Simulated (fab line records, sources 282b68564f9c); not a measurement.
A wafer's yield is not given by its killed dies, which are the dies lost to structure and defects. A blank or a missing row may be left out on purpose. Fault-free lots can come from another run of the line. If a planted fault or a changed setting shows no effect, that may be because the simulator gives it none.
Which tool was responsible? | flow rit_cmos | 42 wafers from 14 lots sampled at 2 of the route's 202 steps

WHAT THE GAUGES READ, wafer by wafer
No reading from a measuring or inspecting step in the record can be judged against a usual standard deviation.

EACH LOT AND THE TOOL THAT RAN IT (in order: tool; ch and the chambers of the sampled wafers; start)
lot  | RIT_PLDD_SOFTBAKE_02             | RIT_M1_PROBE_99
L806 | litho_track-04 ch 0, day 2 19:22 | prober-01, day 3 11:11
L807 | litho_track-04 ch 0, day 3 02:14 | prober-02, day 3 18:29
L808 | litho_track-03 ch 0, day 3 04:43 | prober-01, day 3 21:44
L809 | litho_track-02 ch 0, day 3 09:43 | prober-02, day 4 01:41
L811 | litho_track-03 ch 0, day 3 20:30 | prober-02, day 4 10:50
L812 | litho_track-03 ch 0, day 4 01:53 | prober-01, day 4 17:32
L815 | litho_track-04 ch 0, day 4 19:44 | prober-02, day 5 10:52
L816 | litho_track-04 ch 0, day 4 23:15 | prober-01, day 5 14:29
L817 | litho_track-04 ch 0, day 5 04:23 | prober-02, day 5 19:52
L819 | litho_track-03 ch 0, day 5 11:54 | prober-02, day 6 03:31
L826 | litho_track-02 ch 0, day 6 21:56 | prober-01, day 7 12:34
L827 | litho_track-02 ch 0, day 7 04:07 | prober-02, day 7 18:50
L828 | litho_track-03 ch 0, day 7 07:43 | prober-01, day 7 22:34
L829 | litho_track-02 ch 0, day 7 12:49 | prober-02, day 8 03:36
- RIT_PLDD_SOFTBAKE_02: time 60 s.
- RIT_M1_PROBE_99

AS READ BY THE TOOLS THEMSELVES (means over the sampled wafers that have a number; for cases with no such wafer, the mark the record gives instead)
RIT_PLDD_SOFTBAKE_02. Usual: exhaust_pa 44.9 Pa, standard deviation 0.8; heater_power_total_W 34.56 W, standard deviation 0.052; plate_temp_C 89.98 C, standard deviation 0.12.
lot  | tool           | exhaust_pa (Pa) | heater_power_total_W (W) | plate_temp_C (C) | flag
L806 | litho_track-04 | 45.3            | 34.49                    | 89.90            |
L807 | litho_track-04 | 44.6            | 34.54                    | 89.85            |
L808 | litho_track-03 | 44.2            | 34.58                    | 90.06            |
L809 | litho_track-02 | 45.4            | 34.53                    | 89.92            |
L811 | litho_track-03 | 44.5            | 34.58                    | 90.03            |
L812 | litho_track-03 | 45.4            | 34.60                    | 89.84            |
L815 | litho_track-04 | 44.3            | 34.52                    | 90.11            |
L816 | litho_track-04 | 45.6            | 34.06                    | 88.94            | OFF
L817 | litho_track-04 | 43.9            | 34.07                    | 89.16            | OFF
L819 | litho_track-03 | 45.0            | 34.60                    | 89.93            |
L826 | litho_track-02 | 45.9            | 34.58                    | 89.94            |
L827 | litho_track-02 | 44.6            | 34.52                    | 90.00            |
L828 | litho_track-03 | 46.0            | 34.58                    | 90.05            |
L829 | litho_track-02 | 45.1            | 34.58                    | 90.09            |

RIT_M1_PROBE_99. Usual: killed_at_M0_to_M3 0.0, standard deviation 0.14; killed_at_contacts 0.0, standard deviation 0.22; killed_at_front_end 6.9, standard deviation 3; killed_dies 6.9, standard deviation 3; killed_on_rim 1.9, standard deviation 1.5; killed_open 3.5, standard deviation 2; killed_short 3.4, standard deviation 2.1.
lot  | tool      | killed_at_M0_to_M3 | killed_at_contacts | killed_at_front_end | killed_dies | killed_on_rim | killed_open | killed_short | flag
L806 | prober-01 | 0.3                | 0.0                | 7.0                 | 7.3         | 2.7           | 4.0         | 3.3          |
L807 | prober-02 | 0.0                | 0.3                | 11.0                | 11.3        | 4.3           | 7.0         | 3.7          |
L808 | prober-01 | 0.0                | 0.3                | 7.7                 | 8.0         | 2.7           | 3.0         | 5.0          |
L809 | prober-02 | 0.0                | 0.3                | 6.7                 | 7.0         | 2.3           | 5.0         | 2.0          |
L811 | prober-02 | 0.0                | 0.0                | 6.7                 | 6.7         | 2.0           | 2.7         | 4.0          |
L812 | prober-01 | 0.0                | 0.0                | 4.3                 | 4.3         | 1.3           | 2.0         | 2.3          |
L815 | prober-02 | 0.0                | 0.3                | 5.0                 | 5.3         | 1.7           | 2.7         | 2.7          |
L816 | prober-01 | 0.0                | 0.0                | 8.3                 | 8.3         | 2.3           | 2.0         | 6.3          |
L817 | prober-02 | 0.0                | 0.0                | 5.7                 | 5.7         | 2.0           | 3.0         | 2.7          |
L819 | prober-02 | 0.0                | 0.0                | 9.3                 | 9.3         | 1.7           | 4.7         | 4.7          |
L826 | prober-01 | 0.0                | 0.0                | 6.3                 | 6.3         | 3.3           | 2.7         | 3.7          |
L827 | prober-02 | 0.0                | 0.0                | 6.7                 | 6.7         | 2.3           | 3.7         | 3.0          |
L828 | prober-01 | 0.0                | 0.0                | 5.7                 | 5.7         | 2.7           | 1.0         | 4.7          |
L829 | prober-02 | 0.0                | 0.0                | 3.3                 | 3.3         | 0.3           | 2.0         | 1.3          |

THE ANSWER, worked out from the rows above alone
Rule: a lot is off if the mean of its wafers that have a number lies more than 3 standard deviations from the usual mean. A lot without any number at a reading at which 4 lots or more have one is off too. Where the step has rows for the other lots, those lots are counted as sound. The gauges are gone through in route order, then the tools' own readings, and for those a lot's mean is taken as printed above. At the first step where some lot is off, the reading lying furthest off is the one used; lots without a number count as furthest.
Off: L816, L817 (RIT_PLDD_SOFTBAKE_02, heater_power_total_W).
A tool fits if, at that step or a process step before it, it ran every lot that is off, and no sound lot after the first of them. One fits: RIT_PLDD_SOFTBAKE_02 on litho_track-04. Its last sound lot is L815 (day 4 19:44), its first lot that is off L816 (day 4 23:15): a fault that began between those two fits.
The tool's own readings at RIT_PLDD_SOFTBAKE_02 bear it out: on the lots that are off they differ by more than 5 times the standard deviation of the sound lots' means. heater_power_total_W reads 34.06 W there against 34.56 W on the sound lots; plate_temp_C reads 89.05 C there against 89.98 C on the sound lots.

WHAT HAD BEEN PUT IN BY THE SIMULATOR
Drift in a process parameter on litho_track-04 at RIT_PLDD_SOFTBAKE_02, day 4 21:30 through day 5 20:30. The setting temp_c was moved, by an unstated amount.
Shown lots that were struck: L816, L817. Same finding as the rule above.
